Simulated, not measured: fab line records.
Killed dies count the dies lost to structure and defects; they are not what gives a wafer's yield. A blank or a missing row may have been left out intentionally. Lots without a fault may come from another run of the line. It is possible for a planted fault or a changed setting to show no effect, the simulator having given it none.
The tool behind it: which one? | flow rit-cmos | 14 lots, 42 wafers sampled, at 6 steps of a route of 202

## WHAT THE GAUGES SHOWED, per wafer
RIT_NWELL_OVL_MEAS_06.
lot  | measured    | on         | NWELL_OVL (nm)
L936 | day 1 20:52 | overlay-02 | -1.0 -1.1 -1.7
L937 | day 2 01:16 | overlay-01 | 1.6 2.4 2.3
L938 | day 2 06:23 | overlay-01 | 0.5 0.2 -0.7
L939 | day 2 11:49 | overlay-02 | -3.0 -3.3 -3.0
L940 | day 2 17:05 | overlay-02 | -0.5 0.9 0.4
L941 | day 2 21:23 | overlay-01 | -0.3 0.0 1.5
L942 | day 3 02:23 | overlay-01 | 0.9 0.2 -0.4
L946 | day 4 00:02 | overlay-01 | 0.4 1.2 0.2
L947 | day 4 04:55 | overlay-02 | 2.0 0.7 0.3
L949 | day 4 16:50 | overlay-01 | -1.0 0.5 0.4
L951 | day 5 02:05 | overlay-02 | -1.4 -0.1 0.8
L952 | day 5 10:29 | overlay-02 | 1.3 1.8 0.2
L954 | day 5 17:02 | overlay-02 | -0.8 1.6 -0.6
L958 | day 6 14:47 | overlay-01 | 0.1 -0.6 -1.1

RIT_NWELL_TW_MEAS_10.
lot  | measured    | on            | NWELL_TW
L936 | day 1 21:30 | film-metro-03 | 2133 2140 2127
L937 | day 2 01:52 | film-metro-04 | 2140 2150 2145
L938 | day 2 06:59 | film-metro-03 | 2116 2122 2114
L939 | day 2 12:25 | film-metro-04 | 2129 2137 2138
L940 | day 2 17:41 | film-metro-03 | 2123 2114 2119
L941 | day 2 21:59 | film-metro-01 | 2132 2131 2160
L942 | day 3 02:59 | film-metro-01 | 2134 2144 2143
L946 | day 4 00:43 | film-metro-03 | 2118 2121 2115
L947 | day 4 05:31 | film-metro-01 | 2475 2463 2468
L949 | day 4 17:26 | film-metro-04 | 2487 2489 2472
L951 | day 5 02:42 | film-metro-04 | 2140 2149 2139
L952 | day 5 11:06 | film-metro-01 | 2134 2130 2125
L954 | day 5 17:39 | film-metro-04 | 2145 2154 2154
L958 | day 6 15:25 | film-metro-04 | 2157 2137 2138

RIT_WELLDRIVE_RS_MEAS_01: measurement is done with a four-point probe.
lot  | measured    | on            | NWELL_RS (ohm/sq)
L936 | day 2 05:15 | film-metro-04 | 275.9 276.2 274.7
L937 | day 2 08:43 | film-metro-03 | 274.3 273.2 274.6
L938 | day 2 13:47 | film-metro-04 | 275.6 275.1 275.1
L939 | day 2 19:16 | film-metro-04 | 276.4 276.8 276.2
L940 | day 3 00:37 | film-metro-04 | 273.9 274.9 273.7
L941 | day 3 05:11 | film-metro-04 | 274.7 273.6 274.8
L942 | day 3 11:57 | film-metro-03 | 274.9 274.8 275.9
L946 | day 4 07:53 | film-metro-04 | 274.9 275.7 274.5
L947 | day 4 12:55 | film-metro-03 | 207.9 208.2 208.5
L949 | day 5 01:29 | film-metro-03 | 208.0 207.8 207.5
L951 | day 5 11:13 | film-metro-03 | 275.5 275.9 276.1
L952 | day 5 18:41 | film-metro-03 | 274.9 274.4 274.2
L954 | day 6 03:38 | film-metro-04 | 276.9 275.9 276.7
L958 | day 6 22:20 | film-metro-04 | 276.1 276.4 275.7

RIT_GATE_CD_MEAS_90: target cd 150 nm.
lot  | measured    | on        | cd-nm (nm)
L936 | day 2 13:58 | cd-sem-02 | 149.6 152.9 150.4
L937 | day 2 17:31 | cd-sem-01 | 151.5 150.9 147.9
L938 | day 3 00:33 | cd-sem-01 | 152.3 149.7 150.9
L939 | day 3 03:50 | cd-sem-01 | 150.5 148.5 150.4
L940 | day 3 09:50 | cd-sem-01 | 149.7 150.6 150.4
L941 | day 3 14:07 | cd-sem-01 | 150.8 154.3 152.1
L942 | day 3 21:03 | cd-sem-01 | 152.8 155.2 153.4
L946 | day 4 16:28 | cd-sem-01 | 150.5 149.1 151.2
L947 | day 4 23:49 | cd-sem-02 | 148.6 146.6 150.4
L949 | day 5 16:52 | cd-sem-02 | 147.9 147.9 147.5
L951 | day 5 22:32 | cd-sem-01 | 150.1 150.6 147.3
L952 | day 6 07:41 | cd-sem-02 | 147.5 146.8 147.1
L954 | day 6 14:47 | cd-sem-01 | 151.1 152.8 152.0
L958 | day 7 07:57 | cd-sem-02 | 146.9 148.3 147.8

## TOOL THAT RAN EACH LOT (tool first, then ch and the chambers of the sampled wafers, then the start)
lot  | RIT_ACTIVE_STRIP_14                 | RIT_NWELL_IMPLANT_08
L936 | plasma-asher-04 ch 0,1, day 1 14:57 | implanter-04 ch 0, day 1 21:13
L937 | plasma-asher-03 ch 0,1, day 1 19:58 | implanter-04 ch 0, day 2 01:34
L938 | plasma-asher-03 ch 0,1, day 2 00:58 | implanter-04 ch 0, day 2 06:40
L939 | plasma-asher-03 ch 0,1, day 2 05:50 | implanter-03 ch 0, day 2 12:06
L940 | plasma-asher-03 ch 0,1, day 2 10:59 | implanter-02 ch 0, day 2 17:23
L941 | plasma-asher-03 ch 0,1, day 2 15:58 | implanter-04 ch 0, day 2 21:40
L942 | plasma-asher-01 ch 0,1, day 2 20:58 | implanter-02 ch 0, day 3 02:40
L946 | plasma-asher-04 ch 0,1, day 3 18:01 | implanter-03 ch 0, day 4 00:22
L947 | plasma-asher-04 ch 0,1, day 3 22:10 | implanter-03 ch 0, day 4 05:12
L949 | plasma-asher-04 ch 0,1, day 4 07:50 | implanter-03 ch 0, day 4 17:08
L951 | plasma-asher-01 ch 1, day 4 17:52   | implanter-04 ch 0, day 5 02:23
L952 | plasma-asher-04 ch 0,1, day 5 00:19 | implanter-02 ch 0, day 5 10:47
L954 | plasma-asher-01 ch 0,1, day 5 10:01 | implanter-02 ch 0, day 5 17:20
L958 | plasma-asher-03 ch 0,1, day 6 06:54 | implanter-02 ch 0, day 6 15:07
- RIT_ACTIVE_STRIP_14: strips in O2, time 180 s.
- RIT_NWELL_IMPLANT_08

## AS READ BY THE TOOLS THEMSELVES (means over the sampled wafers that have a number; for cases with no such wafer, the mark the record gives instead)
RIT_ACTIVE_STRIP_14.
lot  | tool            | drypump-motor-current-A (A)
L936 | plasma-asher-04 | 6.1
L937 | plasma-asher-03 | 5.9
L938 | plasma-asher-03 | 5.9
L939 | plasma-asher-03 | 5.9
L940 | plasma-asher-03 | 5.5
L941 | plasma-asher-03 | 5.5
L942 | plasma-asher-01 | 4.9
L946 | plasma-asher-04 | 5.5
L947 | plasma-asher-04 | 5.5
L949 | plasma-asher-04 | 5.5
L951 | plasma-asher-01 | 4.8
L952 | plasma-asher-04 | 6.0
L954 | plasma-asher-01 | 5.1
L958 | plasma-asher-03 | 5.4

RIT_NWELL_IMPLANT_08.
lot  | tool         | dose-ions-cm2 | faraday-current-uA
L936 | implanter-04 | 5e+13         | 157
L937 | implanter-04 | 5e+13         | 159
L938 | implanter-04 | 5e+13         | 162
L939 | implanter-03 | 5e+13         | 160
L940 | implanter-02 | 5e+13         | 158
L941 | implanter-04 | 5e+13         | 164
L942 | implanter-02 | 5e+13         | 158
L946 | implanter-03 | 5e+13         | 156
L947 | implanter-03 | 8e+13         | 254
L949 | implanter-03 | 8e+13         | 257
L951 | implanter-04 | 5e+13         | 160
L952 | implanter-02 | 5e+13         | 157
L954 | implanter-02 | 5e+13         | 162
L958 | implanter-02 | 5e+13         | 160

## THE ANSWER, worked out from the rows above alone
Rule: the lots themselves supply what counts as usual. The widest of any qualifying gaps counts: lots, ordered by their means at a reading, are off when they make up no more than a third of the lots, leave a main group of 4 or more, and stand apart from it by 3 or more times the standard deviation of that group's means. If all means in a main group match to the digits the tables above print for the reading, that group is not used. Also off: a lot with no number at a reading for which 4 or more lots have one. The other lots that the step has rows for count as sound. After the gauges, taken in route order, come the tools' own readings; for these a lot's mean is taken, as printed above. The first step at which some lot is off is used, and at that step the reading that is off furthest; a lot without a number counts as furthest.
Off: L947, L949, seen at RIT_NWELL_TW_MEAS_10 (NWELL_TW). For the main group the mean is 2135 and the standard deviation 11.
A tool fits if, at a process step before that reading, it ran every lot that is off, and no sound lot after the first of them. The gauges at RIT_NWELL_TW_MEAS_10 aren't tried: what is off there is off at RIT_WELLDRIVE_RS_MEAS_01 too, on other tools, and a gauge's error can't cause that. One fits: RIT_NWELL_IMPLANT_08 on implanter-03. A fault onset in the window from L946 (day 4 00:22, its last sound lot) to L947 (day 4 05:12, its first lot off) fits.
The tool's own readings at RIT_NWELL_IMPLANT_08 bear it out: on the lots that are off they differ by more than 5 times the standard deviation of the sound lots' means. dose-ions-cm2 reads 8e+13 there against 5e+13 on the sound lots; faraday-current-uA reads 256 there against 159 on the sound lots.

## WHAT THE SIMULATOR HAD PUT IN
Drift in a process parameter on implanter-03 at RIT_NWELL_IMPLANT_08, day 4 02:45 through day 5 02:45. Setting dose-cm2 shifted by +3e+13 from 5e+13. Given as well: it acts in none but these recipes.
Struck lots among those shown: L947, L949. The rule above found the same.
